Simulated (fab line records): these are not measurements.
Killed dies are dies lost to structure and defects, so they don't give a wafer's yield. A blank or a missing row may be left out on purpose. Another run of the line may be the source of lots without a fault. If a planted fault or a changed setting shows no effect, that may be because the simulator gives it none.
A single fault, viewed from 2 desks | flow ritCmos | only its own numbers are on each desk; what lay behind them is given at the end

== DESK OF THE TOOL OWNER: furnace-01 ==
At RIT_WELLDRIVE_ANNEAL_00 (time 14700 s), the tool's own readings, given per lot that ran on this tool as the mean of the sampled wafers with a number. If a lot's mean is further than 4 standard deviations from the usual mean, the lot is out of limits and carries the mark OUT (the distance appears in the brackets).
Columns: A = spikeTcCentreC at RIT_WELLDRIVE_ANNEAL_00, usual 1101.7 C; B = spikeTcLoadC at RIT_WELLDRIVE_ANNEAL_00, usual 1126.7 C; C = spikeTcSourceC at RIT_WELLDRIVE_ANNEAL_00, usual 1125 C; D = tubeCenterTempC at RIT_WELLDRIVE_ANNEAL_00, usual 1100 C; E = tube_center_temp_C_max at RIT_WELLDRIVE_ANNEAL_00, usual 1102.8; F = zonePowerLoadPct at RIT_WELLDRIVE_ANNEAL_00, usual 40.8 %; G = zonePowerSourcePct at RIT_WELLDRIVE_ANNEAL_00, usual 41.2 %
lot  | first seen here | A                | B                | C              | D                      | E                        | F    | G
L433 | day 2 13:26     | 1102.4           | 1126.9           | 1130           | 1100                   | 1102.3                   | 39.8 | 40.4
L434 | day 2 19:34     | 1102.5           | 1126.0           | 1129           | 1100                   | 1103.3                   | 39.7 | 40.1
L437 | day 3 09:58     | 1101.5           | 1126.4           | 1128           | 1100                   | 1102.2                   | 40.1 | 40.0
L438 | day 3 15:03     | 1102.8           | 1127.0           | 1129           | 1100                   | 1102.9                   | 40.2 | 40.4
L440 | day 4 01:13     | 1101.8           | 1127.1           | 1129           | 1100                   | 1102.9                   | 39.8 | 40.1
L441 | day 4 06:18     | 1101.9           | 1127.6           | 1129           | 1100                   | 1102.8                   | 39.9 | 40.4
L443 | day 4 16:53     | 1101.9           | 1126.9           | 1130           | 1100                   | 1102.9                   | 39.9 | 40.5
L447 | day 5 14:52     | 1042.1 (-61) OUT | 1065.8 (-32) OUT | 1069 (-13) OUT | 1040 (-99 or more) OUT | 1043.2 (-99 or more) OUT | 34.9 | 35.3
L449 | day 5 22:23     | 1042.4 (-61) OUT | 1065.2 (-32) OUT | 1069 (-13) OUT | 1040 (-99 or more) OUT | 1042.7 (-99 or more) OUT | 35.0 | 34.9
Finding of this desk: L447, L449 out of limits; the first was L447 at day 5 14:52, on spikeTcCentreC at RIT_WELLDRIVE_ANNEAL_00. In limits: L433, L434, L437, L438, L440, L441, L443.

== AT THE METROLOGY DESK ==
Means of the sampled wafers that have a number, per lot and without regard to the tool the lot ran on: this is what the gauges read. If a lot's mean is further than 4 standard deviations from the usual mean, the lot is out of limits and carries the mark OUT (the distance appears in the brackets).
Columns: A = ACTIVE_OXIDE_THK at RIT_ACTIVE_THK_MEAS_02, usual 47.2 nm; B = NWELL_RS at RIT_WELLDRIVE_RS_MEAS_01, usual 279.7 ohm/sq; C = PWELL_RS at RIT_WELLDRIVE_RS_MEAS_02, usual 429.6 ohm/sq; D = PRETRO_TW at RIT_PRETRO_TW_MEAS_10, usual 480
lot  | first seen here | A    | B               | C               | D
L432 | day 1 22:08     | 47.4 | 280.6           | 427.1           | 483
L433 | day 2 03:03     | 47.5 | 279.9           | 429.8           | 476
L434 | day 2 08:03     | 46.5 | 279.6           | 429.4           | 484
L435 | day 2 13:04     | 47.7 | 279.0           | 429.6           | 476
L437 | day 2 23:04     | 46.8 | 279.8           | 427.4           | 482
L438 | day 3 04:03     | 49.1 | 280.6           | 429.8           | 485
L440 | day 3 14:03     | 48.3 | 279.5           | 427.1           | 482
L441 | day 3 19:04     | 47.4 | 279.2           | 431.3           | 482
L442 | day 4 00:04     | 47.2 | 280.0           | 429.1           | 483
L443 | day 4 05:04     | 47.0 | 280.1           | 430.8           | 473
L444 | day 4 10:04     | 45.7 | 278.8           | 430.3           | 486
L446 | day 4 20:04     | 45.7 | 279.6           | 428.9           | 473
L447 | day 5 01:04     | 49.1 | 350.7 (+95) OUT | 495.8 (+47) OUT | 473
L449 | day 5 11:04     | 46.2 | 352.9 (+98) OUT | 495.7 (+47) OUT | 483
This desk reports L447, L449 out of limits; the earliest was L447 at day 5 19:58 (NWELL_RS at RIT_WELLDRIVE_RS_MEAS_01). In limits: L432, L433, L434, L435, L437, L438, L440, L441, L442, L443, L444, L446.

== ALL TOGETHER ==
The tool owner's desk could have raised an alarm at day 5 14:52, on L447, L449.
An alarm was possible from the metrology desk at day 5 19:58, on L447, L449.
The lots listed all ran RIT_WELLDRIVE_ANNEAL_00 on furnace-01.

== WHAT HAD BEEN PUT IN BY THE SIMULATOR ==
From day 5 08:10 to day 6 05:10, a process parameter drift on furnace-01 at RIT_WELLDRIVE_ANNEAL_00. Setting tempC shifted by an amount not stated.
Shown lots that were struck: L447, L449.
Counting hours from when the fault started, the first reading out of limits came at 7 for the tool owner's desk and at 12 for the metrology desk.
